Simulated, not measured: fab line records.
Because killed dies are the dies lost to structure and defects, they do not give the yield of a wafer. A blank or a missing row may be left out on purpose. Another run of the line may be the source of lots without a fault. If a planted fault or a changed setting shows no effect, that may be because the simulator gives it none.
2 desks looking at one fault    flow berkeley_cmos170    each desk has only its own numbers; what lay behind them comes last

== AT THE TOOL OWNER'S DESK: pecvd-04 ==
The tool's own readings at UCB170_V2_CVD_00 (deposits SiO2 from TEOS/O2, target thk 2000 nm, time 250 s): means of the sampled wafers that have a number, for each lot that ran on this tool. Any lot whose mean is over 4 standard deviations away from the usual mean is out of limits and marked OUT; that distance is given in the brackets.
Columns: A = heater_power_w at UCB170_V2_CVD_00, usual 221 W; B = rf_fwd_power_W at UCB170_V2_CVD_00, usual 548.3 W; C = susceptor_temp_C at UCB170_V2_CVD_00, usual 390.04 C
lot   first seen here  A    B                        C
L670  day 7 17:34      172  548.1                    390.13
L672  day 8 11:30      188  549.1                    389.99
L675  day 8 20:08      208  547.2                    389.81
L677  day 9 15:05      157  766.9 (+99 or more) OUT  390.05
L680  day 9 18:50      131  767.4 (+99 or more) OUT  390.07
This desk's finding: out of limits on L677, L680; first on L677, day 9 15:05 (rf_fwd_power_W at UCB170_V2_CVD_00). Within limits: L670, L672, L675.

== FROM THE METROLOGY DESK ==
Lot by lot, what the gauges showed, no matter which tool ran the lot: averages of those sampled wafers that carry a number. Any lot whose mean is over 4 standard deviations away from the usual mean is out of limits and marked OUT; that distance is given in the brackets.
Columns: A = V2_TEOS_THK at UCB170_V2_THK_MEAS_01, usual 2000 nm
lot   first seen here  A
L668  day 7 17:38      2031
L670  day 7 17:44      2024
L669  day 7 18:05      1996
L671  day 8 01:06      1999
L672  day 8 11:39      2003
L675  day 8 20:18      2002
L677  day 9 15:14      2246 (+7.2) OUT
L680  day 9 19:00      2227 (+6.7) OUT
L683  day 11 14:52     1985
L686  day 11 15:15     1953
L687  day 11 15:59     1964
Finding of this desk: L677, L680 out of limits, first seen on L677 at day 9 15:14 (V2_TEOS_THK at UCB170_V2_THK_MEAS_01). Within limits: L668, L670, L669, L671, L672, L675, L683, L686, L687.

== TAKEN TOGETHER ==
An alarm could have come from the tool owner's desk at day 9 15:05, on L677, L680.
At day 9 15:14 the metrology desk could have sounded an alarm, on L677, L680.
Of the lots named, all ran UCB170_V2_CVD_00 on pecvd-04.

== WHAT THE SIMULATOR HAD INSERTED ==
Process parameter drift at UCB170_V2_CVD_00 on pecvd-04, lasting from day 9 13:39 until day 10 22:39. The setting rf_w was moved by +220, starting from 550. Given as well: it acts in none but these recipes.
Shown lots that were struck: L677, L680.
Hours from the fault's start to each desk's first reading out of limits: the tool owner's desk, 1; the metrology desk, 2.
